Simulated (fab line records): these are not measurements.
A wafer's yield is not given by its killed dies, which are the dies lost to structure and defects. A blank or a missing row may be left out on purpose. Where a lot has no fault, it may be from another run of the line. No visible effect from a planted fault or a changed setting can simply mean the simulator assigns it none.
Which of the tools did it? :: flow rit cmos :: Sampling: 7 lots, 21 wafers, 2 of 202 route steps

## WHAT THE GAUGES READ, wafer by wafer
RIT_M1_THK_MEAS_02: measures by xrf.
lot: L265
measured: day 3 10:22
on: film metro-02
M1_AL_THK (nm): 386 388 386

lot: L267
measured: day 3 20:07
on: film metro-02
M1_AL_THK (nm): 390 393 382

lot: L269
measured: day 4 06:52
on: film metro-02
M1_AL_THK (nm): 391 394 394

lot: L271
measured: day 4 15:44
on: film metro-04
M1_AL_THK (nm): 391 385 388

lot: L274
measured: day 5 06:36
on: film metro-01
M1_AL_THK (nm): 398 394 394

lot: L280
measured: day 6 20:47
on: film metro-02
M1_AL_THK (nm): 475 394 385 473 394 384

lot: L287
measured: day 7 23:43
on: film metro-02
M1_AL_THK (nm): 391 396 395

## WHAT TOOL EACH LOT RAN ON (gives the tool, then ch and the chambers of the sampled wafers, and finally the start)
lot: L265
RIT_M1_SPUTTER_00: pvd sputter-04, day 3 09:56

lot: L267
RIT_M1_SPUTTER_00: pvd sputter-04, day 3 19:43

lot: L269
RIT_M1_SPUTTER_00: pvd sputter-04, day 4 06:26

lot: L271
RIT_M1_SPUTTER_00: pvd sputter-04, day 4 15:19

lot: L274
RIT_M1_SPUTTER_00: pvd sputter-04, day 5 06:11

lot: L280
RIT_M1_SPUTTER_00: pvd sputter-03, day 6 13:38

lot: L287
RIT_M1_SPUTTER_00: pvd sputter-04, day 7 23:17
- RIT_M1_SPUTTER_00: material Al, target thk 400 nm, time 500 s.

## THE ANSWER, worked out from the rows above alone
Rule: the lots themselves supply what counts as usual. The widest of any qualifying gaps counts: lots, ordered by their means at a reading, are off when they make up no more than a third of the lots, leave a main group of 4 or more, and stand apart from it by 3 or more times the standard deviation of that group's means. The tables above print the reading to a certain number of digits; a main group whose means all agree to those digits is not used. Also off: a lot with no number at a reading for which 4 or more lots have one. Any other lot the step has rows for is counted as sound.
Off: L280, at RIT_M1_THK_MEAS_02 (M1_AL_THK). Main group: mean 391 nm, sd 3.3.
If a tool, at a process step before that reading, ran all the lots that are off and no sound lot after the first of them, it fits. Those tools and the gauges at RIT_M1_THK_MEAS_02 are tried in the same way. One fits: pvd sputter-03 at RIT_M1_SPUTTER_00. It ran no sound lot before its first lot that is off in this sample, so the start can't be narrowed down.

## WHAT THE SIMULATOR HAD PUT IN
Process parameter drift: pvd sputter-03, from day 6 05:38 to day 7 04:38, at RIT_M1_SPUTTER_00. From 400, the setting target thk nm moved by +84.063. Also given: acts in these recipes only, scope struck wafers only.
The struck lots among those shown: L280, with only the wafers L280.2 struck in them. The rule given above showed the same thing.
